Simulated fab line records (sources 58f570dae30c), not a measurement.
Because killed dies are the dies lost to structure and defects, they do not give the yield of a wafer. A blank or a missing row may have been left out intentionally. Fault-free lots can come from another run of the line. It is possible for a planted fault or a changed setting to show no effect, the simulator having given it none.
The tool behind it: which one? | flow berkeley cmos170 | 21 wafers from 7 lots sampled at 3 of the route's 331 steps

## WHAT THE GAUGES READ, wafer by wafer
UCB170_PVT_TW_MEAS_09.
lot  | measured    | on            | PVT_TW
L614 | day 6 23:40 | film metro-03 | 505.9 510.0 511.1
L612 | day 7 00:40 | film metro-04 | 506.4 508.3 505.9
L616 | day 7 13:46 | film metro-02 | 505.2 506.2 505.9
L618 | day 7 19:19 | film metro-03 | 504.4 506.5 509.4
L620 | day 8 13:35 | film metro-04 | 503.9 501.5 504.7
L622 | day 8 20:40 | film metro-02 | 668.7 668.8 668.7
L623 | day 8 20:23 | film metro-03 | 669.5 672.3 671.7

## WHICH TOOL RAN EACH LOT (tool, then ch and the chambers of the sampled wafers, then the start)
lot  | UCB170_ACTIVE_STRIP_16              | UCB170_PVT_IMPLANT_07
L614 | plasma asher-04 ch 0,1, day 5 04:53 | implanter-04 ch 0, day 6 23:27
L612 | plasma asher-04 ch 0,1, day 5 05:08 | implanter-01 ch 0, day 7 00:25
L616 | plasma asher-03 ch 0,1, day 5 21:28 | implanter-04 ch 0, day 7 13:31
L618 | plasma asher-02 ch 0,1, day 6 07:11 | implanter-04 ch 0, day 7 19:04
L620 | plasma asher-04 ch 0,1, day 6 23:19 | implanter-01 ch 0, day 8 13:20
L622 | plasma asher-02 ch 0,1, day 7 04:52 | implanter-02 ch 0, day 8 20:26
L623 | plasma asher-04 ch 0,1, day 7 08:02 | implanter-04 ch 0, day 8 20:08
- UCB170_ACTIVE_STRIP_16: strips in O2.
- UCB170_PVT_IMPLANT_07

## THE ANSWER, worked out from the rows above alone
Rule: the usual values come from the lots themselves. Put in order of their means at a reading, lots are off if they are a third of the lots or fewer, leave a main group of 4 or more, and stand apart from it by a gap of 3 or more times the standard deviation of the main group's means; of several such gaps the widest counts. Not used: any main group whose means are identical at the precision the tables above print for the reading. Also off: a lot with no number at a reading for which 4 or more lots have one. Any other lot the step has rows for is counted as sound.
Off: at UCB170_PVT_TW_MEAS_09 (PVT_TW), L622, L623. The main group: mean 506.4, standard deviation 1.8.
If a tool, at a process step before that reading, ran all the lots that are off and no sound lot after the first of them, it fits. Those tools and the gauges at UCB170_PVT_TW_MEAS_09 are tried in the same way. None of those tried fits.

## WHAT HAD BEEN PUT IN BY THE SIMULATOR
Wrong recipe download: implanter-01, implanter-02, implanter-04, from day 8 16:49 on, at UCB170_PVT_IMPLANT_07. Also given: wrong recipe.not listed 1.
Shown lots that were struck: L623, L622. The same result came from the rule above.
